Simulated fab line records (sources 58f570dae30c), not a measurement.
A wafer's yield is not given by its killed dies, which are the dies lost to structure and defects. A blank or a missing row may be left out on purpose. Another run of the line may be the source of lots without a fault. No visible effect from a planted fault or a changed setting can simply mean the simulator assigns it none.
fab line records + flow berkeley-cmos170
[record]
- lots = 15
- wafers = 45
- last-day = 11
route steps=331 shown NSD@195
lots with no fault: from the same line, run without faults
start-h: the number of hours between the record's first day and the start of the first shown wafer of the lot + wait-h: how many hours have passed since the lot's step before this one + " identical to the entry in the row above + L1.1+2: a row that stands for several wafers + - value missing, or start not given + * or withheld: withheld + < > ~ a bound
route shown NAME@n: names a module that has steps shown in the file, with the first one's number in the route + usual: mean/standard deviation taken from wafers without a fault + same: alike in all rows + chamber/n: place in a boat + sites: each site's reading + _std_site: standard deviation of those values + _edge_site: mean of outer sites minus mean of inner sites + radius-mm: how far each site lies from the wafer's centre + mask NAME#n: copy n + behind: the tool/chamber that last shaped the wafer + hold: the reason the lot was held/the length of the hold in hours/how it ended + device: the transistor (n, p or np) that didn't switch + end of line: tests run on the same wafers once the route is complete + a step without rows: its recipe alone + killed: at the first sort, the dies lost to defects and structure; wafer yield is something else + map: a wafer's dies, x killed, . not, _ none there
set.NAME: the setting that was run; set.NAME@STEP: the one run at that earlier step + model.NAME: the simulator's own value behind a step, which no gauge read
steps of the route over a sample of lots; a table a step, a row a wafer
services: the hour from which a tool's chamber was out of use, counted from the record's first day as start-h (under 0 if before that day), plus the number of hours and why
[[steps]]
[step UCB170_NSD_IMPLANT_08]
[recipe]
- species = P
- dose-cm2 = 3e+15
- energy-kev = 40
- tilt-deg = 7
[usual]
- beam-on-s = 10.00/0.19
- dose-ions-cm2 = 3e+15/2.8e+12
- faraday-current-uA = 9256/180
[same]
- implant-ion-amu = 31
| lot.wafer | tool         | chamber | start-h | wait-h | beam-on-s | dose-ions-cm2 | faraday-current-uA |
|-----------|--------------|---------|---------|--------|-----------|---------------|--------------------|
| L655.2    | implanter-04 | 0       | 139.55  | 0.0    | 10.11     | 3.0019e+15    | 9159               |
| L655.4    | "            | 0       | "       | "      | 9.79      | 2.9982e+15    | 9475               |
| L655.6    | "            | 0       | "       | "      | 10.17     | 3.0012e+15    | 9142               |
| L656.2    | implanter-01 | 0       | 139.60  | 0.0    | 9.76      | 3.0015e+15    | 9470               |
| L656.3    | "            | 0       | "       | "      | 9.79      | 3.001e+15     | 9467               |
| L656.4    | "            | 0       | "       | "      | 10.22     | 3.0014e+15    | 9065               |
| L654.1    | implanter-02 | 0       | 139.71  | 0.0    | 9.65      | 3.0063e+15    | 9563               |
| L654.2    | "            | 0       | "       | "      | 10.22     | 3.0029e+15    | 9083               |
| L654.3    | "            | 0       | "       | "      | 10.11     | 3.008e+15     | 9150               |
| L657.1    | implanter-04 | 0       | 151.82  | 0.0    | 9.99      | 3.0013e+15    | 9292               |
| L657.2    | "            | 0       | "       | "      | 9.82      | 3.0005e+15    | 9428               |
| L657.4    | "            | 0       | "       | "      | 9.96      | 3.001e+15     | 9246               |
| L659.1    | implanter-01 | 0       | 177.74  | 0.0    | 10.13     | 2.9977e+15    | 9178               |
| L659.2    | "            | 0       | "       | "      | 10.18     | 3.0011e+15    | 9125               |
| L659.6    | "            | 0       | "       | "      | 9.83      | 2.999e+15     | 9424               |
| L660.2    | implanter-01 | 0       | 177.92  | 0.1    | 9.75      | 2.9978e+15    | 9496               |
| L660.5    | "            | 0       | "       | "      | 9.79      | 3.0028e+15    | 9432               |
| L660.6    | "            | 0       | "       | "      | 10.16     | 3.0003e+15    | 9105               |
| L663.4    | implanter-01 | 0       | 179.11  | 0.1    | 9.98      | 3.0004e+15    | 9296               |
| L663.5    | "            | 0       | "       | "      | 9.78      | 2.9985e+15    | 9429               |
| L663.6    | "            | 0       | "       | "      | 10.10     | 2.9971e+15    | 9120               |
| L664.1    | implanter-01 | 0       | 179.19  | 0.0    | 10.12     | 3.0003e+15    | 9143               |
| L664.2    | "            | 0       | "       | "      | 10.17     | 3.0009e+15    | 9052               |
| L664.5    | "            | 0       | "       | "      | 10.01     | 3e+15         | 9267               |
| L665.2    | implanter-01 | 0       | 189.40  | 0.0    | 9.90      | 3e+15         | 9324               |
| L665.3    | "            | 0       | "       | "      | 9.65      | 3.0021e+15    | 9571               |
| L665.6    | "            | 0       | "       | "      | 10.15     | 2.9994e+15    | 9115               |
| L666.4    | implanter-01 | 0       | 189.60  | 0.1    | 9.91      | 2.9951e+15    | 9349               |
| L666.5    | "            | 0       | "       | "      | 10.01     | 2.9994e+15    | 9263               |
| L666.6    | "            | 0       | "       | "      | 9.94      | 2.9973e+15    | 9275               |
| L670.1    | implanter-01 | 0       | 219.75  | 0.0    | 9.83      | 3.0021e+15    | 9388               |
| L670.3    | "            | 0       | "       | "      | 10.00     | 2.9971e+15    | 9254               |
| L670.4    | "            | 0       | "       | "      | 10.33     | 3.0004e+15    | 8984               |
| L675.1    | implanter-02 | 0       | 233.56  | 0.0    | 9.73      | 3.0033e+15    | 9484               |
| L675.2    | "            | 0       | "       | "      | 9.95      | 3.0029e+15    | 9294               |
| L675.5    | "            | 0       | "       | "      | 9.88      | 3.0029e+15    | 9411               |
| L672.2    | implanter-01 | 0       | 233.98  | 0.0    | 12.82     | 4.4451e+15    | 10701              |
| L672.4    | "            | 0       | "       | "      | 13.09     | 4.4463e+15    | 10448              |
| L672.6    | "            | 0       | "       | "      | 13.14     | 4.4441e+15    | 10400              |
| L674.1    | implanter-01 | 0       | 234.23  | 0.0    | 13.26     | 4.444e+15     | 10328              |
| L674.5    | "            | 0       | "       | "      | 13.60     | 4.4479e+15    | 10041              |
| L674.6    | "            | 0       | "       | "      | 13.11     | 4.4467e+15    | 10459              |
| L676.1    | implanter-01 | 0       | 246.89  | 0.0    | 13.32     | 4.4432e+15    | 10263              |
| L676.2    | "            | 0       | "       | "      | 12.61     | 4.4509e+15    | 10847              |
| L676.5    | "            | 0       | "       | "      | 13.73     | 4.444e+15     | 9993               |
[step UCB170_NSD_STRIP_09]
[recipe]
- chemistry = O2
- power-w = 400
- pressure-mtorr = 3500
- platen-temp-c = withheld
- o2-flow-sccm = 400
- overash-fraction = 0.5
[usual]
- drypump-motor-current-A = 6.10/0.28
- oes-product-au = 0.533/0.0042
- strip-time-to-endpoint-s = 35.84/0.073
| lot.wafer | tool            | chamber | start-h | wait-h | drypump-motor-current-A | oes-product-au | rf-hours-counter-h | strip-time-to-endpoint-s |
|-----------|-----------------|---------|---------|--------|-------------------------|----------------|--------------------|--------------------------|
| L655.2    | plasma-asher-02 | 1       | 139.68  | 0.1    | 6.56                    | 0.524          | 42                 | 35.87                    |
| L655.4    | "               | 0       | "       | "      | 5.88                    | 0.536          | -                  | 35.90                    |
| L655.6    | "               | 1       | "       | "      | 6.56                    | 0.534          | -                  | 35.82                    |
| L656.2    | plasma-asher-04 | 0       | 139.72  | 0.1    | 5.71                    | 0.530          | 3                  | 35.87                    |
| L656.3    | "               | 0       | "       | "      | 5.70                    | 0.534          | -                  | 35.81                    |
| L656.4    | "               | 1       | "       | "      | 6.19                    | 0.533          | -                  | 35.91                    |
| L654.1    | plasma-asher-01 | 1       | 139.86  | 0.1    | 5.96                    | 0.535          | 45                 | 35.95                    |
| L654.2    | "               | 0       | "       | "      | 6.26                    | 0.539          | 45                 | 35.92                    |
| L654.3    | "               | 1       | "       | "      | 5.99                    | 0.531          | -                  | 35.93                    |
| L657.1    | plasma-asher-01 | 1       | 151.97  | 0.1    | 5.97                    | 0.539          | 46                 | 35.87                    |
| L657.2    | "               | 0       | "       | "      | 6.31                    | 0.534          | 46                 | 35.81                    |
| L657.4    | "               | 1       | "       | "      | 5.99                    | 0.533          | -                  | 35.82                    |
| L659.1    | plasma-asher-02 | 0       | 177.89  | 0.1    | 5.88                    | 0.529          | 46                 | 35.83                    |
| L659.2    | "               | 1       | "       | "      | 6.57                    | 0.529          | 46                 | 35.96                    |
| L659.6    | "               | 1       | "       | "      | 6.59                    | 0.530          | -                  | 35.89                    |
| L660.2    | plasma-asher-04 | 0       | 178.04  | 0.1    | 5.68                    | 0.534          | 7                  | 35.75                    |
| L660.5    | "               | 1       | "       | "      | 6.22                    | 0.531          | -                  | 35.83                    |
| L660.6    | "               | 0       | "       | "      | 5.70                    | 0.534          | -                  | 35.86                    |
| L663.4    | plasma-asher-02 | 0       | 179.22  | 0.1    | 5.85                    | 0.532          | -                  | 35.75                    |
| L663.5    | "               | 0       | "       | "      | 5.85                    | 0.525          | -                  | 35.82                    |
| L663.6    | "               | 1       | "       | "      | 6.56                    | 0.528          | -                  | 35.87                    |
| L664.1    | plasma-asher-01 | 0       | 179.34  | 0.1    | 6.28                    | 0.532          | 49                 | 35.79                    |
| L664.2    | "               | 1       | "       | "      | 5.93                    | 0.537          | 49                 | 35.69                    |
| L664.5    | "               | 1       | "       | "      | 5.95                    | 0.534          | -                  | 35.76                    |
| L665.2    | plasma-asher-02 | 0       | 189.52  | 0.1    | 5.87                    | 0.532          | 48                 | 35.77                    |
| L665.3    | "               | 0       | "       | "      | 5.91                    | 0.530          | -                  | 35.81                    |
| L665.6    | "               | 1       | "       | "      | 6.55                    | 0.532          | -                  | 35.75                    |
| L666.4    | plasma-asher-01 | 0       | 189.71  | 0.1    | 6.31                    | 0.531          | -                  | 35.88                    |
| L666.5    | "               | 1       | "       | "      | 5.96                    | 0.533          | -                  | 35.92                    |
| L666.6    | "               | 0       | "       | "      | 6.30                    | 0.543          | -                  | 35.95                    |
| L670.1    | plasma-asher-04 | 1       | 219.90  | 0.1    | 6.21                    | 0.537          | 11                 | 35.88                    |
| L670.3    | "               | 1       | "       | "      | 6.24                    | 0.530          | -                  | 35.88                    |
| L670.4    | "               | 0       | "       | "      | 5.68                    | 0.536          | -                  | 35.91                    |
| L675.1    | plasma-asher-01 | 1       | 233.71  | 0.1    | 5.97                    | 0.533          | 55                 | 35.67                    |
| L675.2    | "               | 0       | "       | "      | 6.27                    | 0.531          | 55                 | 35.72                    |
| L675.5    | "               | 1       | "       | "      | 5.95                    | 0.533          | -                  | 35.76                    |
| L672.2    | plasma-asher-02 | 0       | 234.10  | 0.1    | 5.88                    | 0.502          | 53                 | 39.65                    |
| L672.4    | "               | 0       | "       | "      | 5.89                    | 0.504          | -                  | 39.68                    |
| L672.6    | "               | 0       | "       | "      | 5.88                    | 0.503          | -                  | 39.61                    |
| L674.1    | plasma-asher-01 | 1       | 234.38  | 0.1    | 5.98                    | 0.502          | 55                 | 39.71                    |
| L674.5    | "               | 0       | "       | "      | 6.29                    | 0.504          | -                  | 39.60                    |
| L674.6    | "               | 1       | "       | "      | 5.98                    | 0.507          | -                  | 39.62                    |
| L676.1    | plasma-asher-01 | 1       | 247.04  | 0.1    | 5.96                    | 0.501          | 56                 | 39.79                    |
| L676.2    | "               | 0       | "       | "      | 6.28                    | 0.502          | 56                 | 39.86                    |
| L676.5    | "               | 0       | "       | "      | 6.26                    | 0.503          | -                  | 39.72                    |
[step UCB170_NSD_TW_MEAS_10]
[usual]
- NSD_TW = 4211/28
| lot.wafer | tool          | chamber | start-h | wait-h | NSD_TW |
|-----------|---------------|---------|---------|--------|--------|
| L655.2    | film-metro-03 | -       | 139.79  | 0.1    | 4188   |
| L655.4    | "             | -       | "       | "      | 4185   |
| L655.6    | "             | -       | "       | "      | 4183   |
| L656.2    | film-metro-04 | -       | 139.83  | 0.1    | 4233   |
| L656.3    | "             | -       | "       | "      | 4247   |
| L656.4    | "             | -       | "       | "      | 4231   |
| L654.1    | film-metro-02 | -       | 139.96  | 0.1    | 4230   |
| L654.2    | "             | -       | "       | "      | 4209   |
| L654.3    | "             | -       | "       | "      | 4191   |
| L657.1    | film-metro-02 | -       | 152.07  | 0.1    | 4209   |
| L657.2    | "             | -       | "       | "      | 4213   |
| L657.4    | "             | -       | "       | "      | 4216   |
| L659.1    | film-metro-03 | -       | 177.99  | 0.1    | 4180   |
| L659.2    | "             | -       | "       | "      | 4188   |
| L659.6    | "             | -       | "       | "      | 4188   |
| L660.2    | film-metro-04 | -       | 178.15  | 0.1    | 4250   |
| L660.5    | "             | -       | "       | "      | 4259   |
| L660.6    | "             | -       | "       | "      | 4245   |
| L663.4    | film-metro-04 | -       | 179.31  | 0.1    | 4230   |
| L663.5    | "             | -       | "       | "      | 4243   |
| L663.6    | "             | -       | "       | "      | 4215   |
| L664.1    | film-metro-03 | -       | 179.44  | 0.1    | 4205   |
| L664.2    | "             | -       | "       | "      | 4185   |
| L664.5    | "             | -       | "       | "      | 4169   |
| L665.2    | film-metro-02 | -       | 189.63  | 0.1    | 4191   |
| L665.3    | "             | -       | "       | "      | 4207   |
| L665.6    | "             | -       | "       | "      | 4195   |
| L666.4    | film-metro-04 | -       | 189.80  | 0.1    | 4247   |
| L666.5    | "             | -       | "       | "      | 4220   |
| L666.6    | "             | -       | "       | "      | 4248   |
| L670.1    | film-metro-03 | -       | 220.00  | 0.1    | 4182   |
| L670.3    | "             | -       | "       | "      | 4186   |
| L670.4    | "             | -       | "       | "      | 4185   |
| L675.1    | film-metro-02 | -       | 233.81  | 0.1    | 4202   |
| L675.2    | "             | -       | "       | "      | 4211   |
| L675.5    | "             | -       | "       | "      | 4234   |
| L672.2    | film-metro-02 | -       | 234.21  | 0.1    | 4366   |
| L672.4    | "             | -       | "       | "      | 4393   |
| L672.6    | "             | -       | "       | "      | 4350   |
| L674.1    | film-metro-02 | -       | 234.48  | 0.1    | 4356   |
| L674.5    | "             | -       | "       | "      | 4363   |
| L674.6    | "             | -       | "       | "      | 4362   |
| L676.1    | film-metro-04 | -       | 247.14  | 0.1    | 4368   |
| L676.2    | "             | -       | "       | "      | 4395   |
| L676.5    | "             | -       | "       | "      | 4359   |
[step UCB170_SDANNEAL_RS_MEAS_03]
[recipe]
- thk-meas-gauge = four-point-probe
[usual]
- NSD_RS = 37.25/0.088
| lot.wafer | tool          | chamber | start-h | wait-h | NSD_RS[ohm/sq] |
|-----------|---------------|---------|---------|--------|----------------|
| L655.2    | film-metro-04 | -       | 141.14  | 0.1    | 37.13          |
| L655.4    | "             | -       | "       | "      | 37.10          |
| L655.6    | "             | -       | "       | "      | 37.21          |
| L656.2    | film-metro-03 | -       | 141.34  | 0.1    | 37.33          |
| L656.3    | "             | -       | "       | "      | 37.33          |
| L656.4    | "             | -       | "       | "      | 37.24          |
| L654.1    | film-metro-02 | -       | 141.37  | 0.1    | 37.19          |
| L654.2    | "             | -       | "       | "      | 37.25          |
| L654.3    | "             | -       | "       | "      | 37.14          |
| L657.1    | film-metro-03 | -       | 153.59  | 0.1    | 37.08          |
| L657.2    | "             | -       | "       | "      | 37.04          |
| L657.4    | "             | -       | "       | "      | 37.11          |
| L659.1    | film-metro-02 | -       | 179.97  | 0.1    | 37.29          |
| L659.2    | "             | -       | "       | "      | 37.08          |
| L659.6    | "             | -       | "       | "      | 37.25          |
| L660.2    | film-metro-04 | -       | 180.06  | 0.1    | 37.30          |
| L660.5    | "             | -       | "       | "      | 37.20          |
| L660.6    | "             | -       | "       | "      | 37.25          |
| L663.4    | film-metro-03 | -       | 180.72  | 0.1    | 37.21          |
| L663.5    | "             | -       | "       | "      | 37.16          |
| L663.6    | "             | -       | "       | "      | 37.24          |
| L664.1    | film-metro-04 | -       | 181.00  | 0.1    | 37.23          |
| L664.2    | "             | -       | "       | "      | 37.41          |
| L664.5    | "             | -       | "       | "      | 37.33          |
| L665.2    | film-metro-03 | -       | 190.88  | 0.1    | 37.11          |
| L665.3    | "             | -       | "       | "      | 37.17          |
| L665.6    | "             | -       | "       | "      | 37.15          |
| L666.4    | film-metro-02 | -       | 191.13  | 0.1    | 37.16          |
| L666.5    | "             | -       | "       | "      | 37.26          |
| L666.6    | "             | -       | "       | "      | 37.18          |
| L670.1    | film-metro-02 | -       | 221.32  | 0.1    | 37.12          |
| L670.3    | "             | -       | "       | "      | 37.22          |
| L670.4    | "             | -       | "       | "      | 37.29          |
| L675.1    | film-metro-04 | -       | 236.70  | 0.1    | 37.36          |
| L675.2    | "             | -       | "       | "      | 37.32          |
| L675.5    | "             | -       | "       | "      | 37.39          |
| L672.2    | film-metro-03 | -       | 236.72  | 0.1    | 32.23          |
| L672.4    | "             | -       | "       | "      | 32.21          |
| L672.6    | "             | -       | "       | "      | 32.20          |
| L674.1    | film-metro-04 | -       | 237.18  | 0.1    | 32.24          |
| L674.5    | "             | -       | "       | "      | 32.16          |
| L674.6    | "             | -       | "       | "      | 32.19          |
| L676.1    | film-metro-02 | -       | 248.36  | 0.1    | 32.23          |
| L676.2    | "             | -       | "       | "      | 32.22          |
| L676.5    | "             | -       | "       | "      | 32.20          |
[[services]]
| tool            | chamber | start-h | hours | kind   |
|-----------------|---------|---------|-------|--------|
| plasma-asher-04 | 0       | 117.75  | -     | clean  |
| plasma-asher-04 | 1       | 117.75  | -     | clean  |
| plasma-asher-01 | -       | 126.32  | 7.1   | repair |
| implanter-01    | -       | 142.44  | 1.2   | repair |
| implanter-01    | -       | 142.60  | 1.3   | repair |
| implanter-04    | -       | 155.32  | 92.9  | repair |
| implanter-02    | -       | 168.31  | 31.9  | repair |
| implanter-04    | -       | 174.51  | 9.8   | repair |
| implanter-02    | -       | 202.21  | 20.0  | repair |
| implanter-01    | -       | 215.60  | 0.7   | repair |
| implanter-01    | -       | 235.62  | 1.8   | repair |
| implanter-02    | -       | 243.90  | 3.5   | repair |
[[key]]
[first-sign]
- step = UCB170_NSD_IMPLANT_08
- reading = dose-ions-cm2
- direction = up
- sigmas = 99+
- usual = 3e+15
- struck = 4.4458e+15
[effect]
- step = UCB170_NSD_IMPLANT_08
- reading = beam-on-s
- direction = up
- sigmas = 16
- usual = 10.00
- struck = 13.19
[effect]
- step = UCB170_NSD_STRIP_09
- reading = strip-time-to-endpoint-s
- direction = up
- sigmas = 53
- usual = *
- struck = *
[effect]
- step = UCB170_NSD_TW_MEAS_10
- reading = NSD_TW
- direction = up
- sigmas = 5.5
- usual = 4211
- struck = 4368
[effect]
- step = UCB170_SDANNEAL_RS_MEAS_03
- reading = NSD_RS
- direction = down
- sigmas = 57
- usual = 37.25
- struck = 32.21
met-at UCB170_NSD_IMPLANT_08
struck-lots L672,L674,L676
tester-left-out L672,L674,L676
onset-between 219.75 233.98
[fault]
- kind = process-parameter-drift
- tool = implanter-01
- chamber = -
- onset-h = 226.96
- steps = UCB170_NSD_IMPLANT_08
- channel = dose-cm2
- offset = 1.4463e+15
- shape = step
- end-h = 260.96
- acts-in = these-recipes-only
- stated = 3e+15
// tester-left-out: of these lots the tester's yield and bins aren't shown, on N5 and GAA mostly nor the transistor test; their killed dies are dies lost to structure and defects alone, not to doping, threshold or leakage, so they don't give the yield
